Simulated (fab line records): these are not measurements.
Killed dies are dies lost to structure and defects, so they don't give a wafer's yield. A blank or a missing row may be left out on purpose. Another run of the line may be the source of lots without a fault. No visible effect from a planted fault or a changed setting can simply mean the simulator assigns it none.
Which tool was responsible? + flow berkeleyCmos170 + 7 lots with 21 wafers sampled at 4 steps, on a route of 331 steps

WHAT THE GAUGES SHOWED, per wafer
UCB170_M1_CD_MEAS_90: target cd 700 nm.
| lot  | measured     | on       | cdNm (nm)         |
|------|--------------|----------|-------------------|
| L734 | day 8 11:11  | cdSem-01 | 700.3 702.5 700.3 |
| L738 | day 9 12:31  | cdSem-01 | - - -             |
| L745 | day 10 12:49 | cdSem-01 | 704.3 703.8 703.5 |
| L746 | day 11 02:13 | cdSem-02 | 696.8 697.4 703.4 |
| L747 | day 11 03:13 | cdSem-01 | 704.5 700.0 700.6 |
| L749 | day 12 04:34 | cdSem-01 | 695.7 699.6 705.3 |
| L755 | day 13 08:39 | cdSem-02 | 708.4 707.4 707.5 |

EACH LOT AND THE TOOL THAT RAN IT (in order: tool; ch and the chambers of the sampled wafers; start)
| lot  | UCB170_CONTACT_RTA_08           | UCB170_M1_ETCH_11                 | UCB170_M1_METAL_ETCH_12          |
|------|---------------------------------|-----------------------------------|----------------------------------|
| L734 | rtpAnneal-02 ch 0, day 8 07:40  | rieDiel-03 ch 1,2,3, day 8 10:55  | rieMetal-02 ch 0,1, day 8 10:58  |
| L738 | rtpAnneal-02 ch 0, day 9 09:04  | rieDiel-01 ch 1,2,3, day 9 12:14  | rieMetal-02 ch 0,1, day 9 12:17  |
| L745 | rtpAnneal-01 ch 0, day 10 09:14 | rieDiel-01 ch 0,1,3, day 10 12:32 | rieMetal-01 ch 0,1, day 10 12:35 |
| L746 | rtpAnneal-01 ch 0, day 10 22:29 | rieDiel-03 ch 2,3, day 11 01:56   | rieMetal-03 ch 0,1, day 11 01:58 |
| L747 | rtpAnneal-02 ch 0, day 10 23:45 | rieDiel-01 ch 2,3, day 11 02:56   | rieMetal-02 ch 0,1, day 11 02:59 |
| L749 | rtpAnneal-01 ch 0, day 12 01:15 | rieDiel-03 ch 0,3, day 12 04:17   | rieMetal-03 ch 0,1, day 12 04:20 |
| L755 | rtpAnneal-02 ch 0, day 13 05:02 | rieDiel-04 ch 0,1,3, day 13 08:19 | rieMetal-01 ch 0,1, day 13 08:21 |
- UCB170_CONTACT_RTA_08: time 9.507 s.
- UCB170_M1_ETCH_11: etches BARC in N2/H2.
- UCB170_M1_METAL_ETCH_12: etches Al in Cl2/BCl3, stops on PSG, target depth 780 nm, time 130 s.

THE ANSWER, worked out from the rows above alone
Rule: usual is defined by the lots themselves. Put in order of their means at a reading, lots are off if they are a third of the lots or fewer, leave a main group of 4 or more, and stand apart from it by a gap of 3 or more times the standard deviation of the main group's means; of several such gaps the widest counts. Not used: any main group whose means are identical at the precision the tables above print for the reading. A lot without any number at a reading at which 4 lots or more have one is off too. All remaining lots with rows at the step are treated as sound.
Off at UCB170_M1_CD_MEAS_90 (cdNm): L738. Without a number there: L738. Main group: mean 702.3 nm, sd 2.8.
If a tool, at a process step before that reading, ran all the lots that are off and no sound lot after the first of them, it fits. Those tools and the gauges at UCB170_M1_CD_MEAS_90 are tried in the same way. None of those tried fits.

WHAT THE SIMULATOR HAD PUT IN
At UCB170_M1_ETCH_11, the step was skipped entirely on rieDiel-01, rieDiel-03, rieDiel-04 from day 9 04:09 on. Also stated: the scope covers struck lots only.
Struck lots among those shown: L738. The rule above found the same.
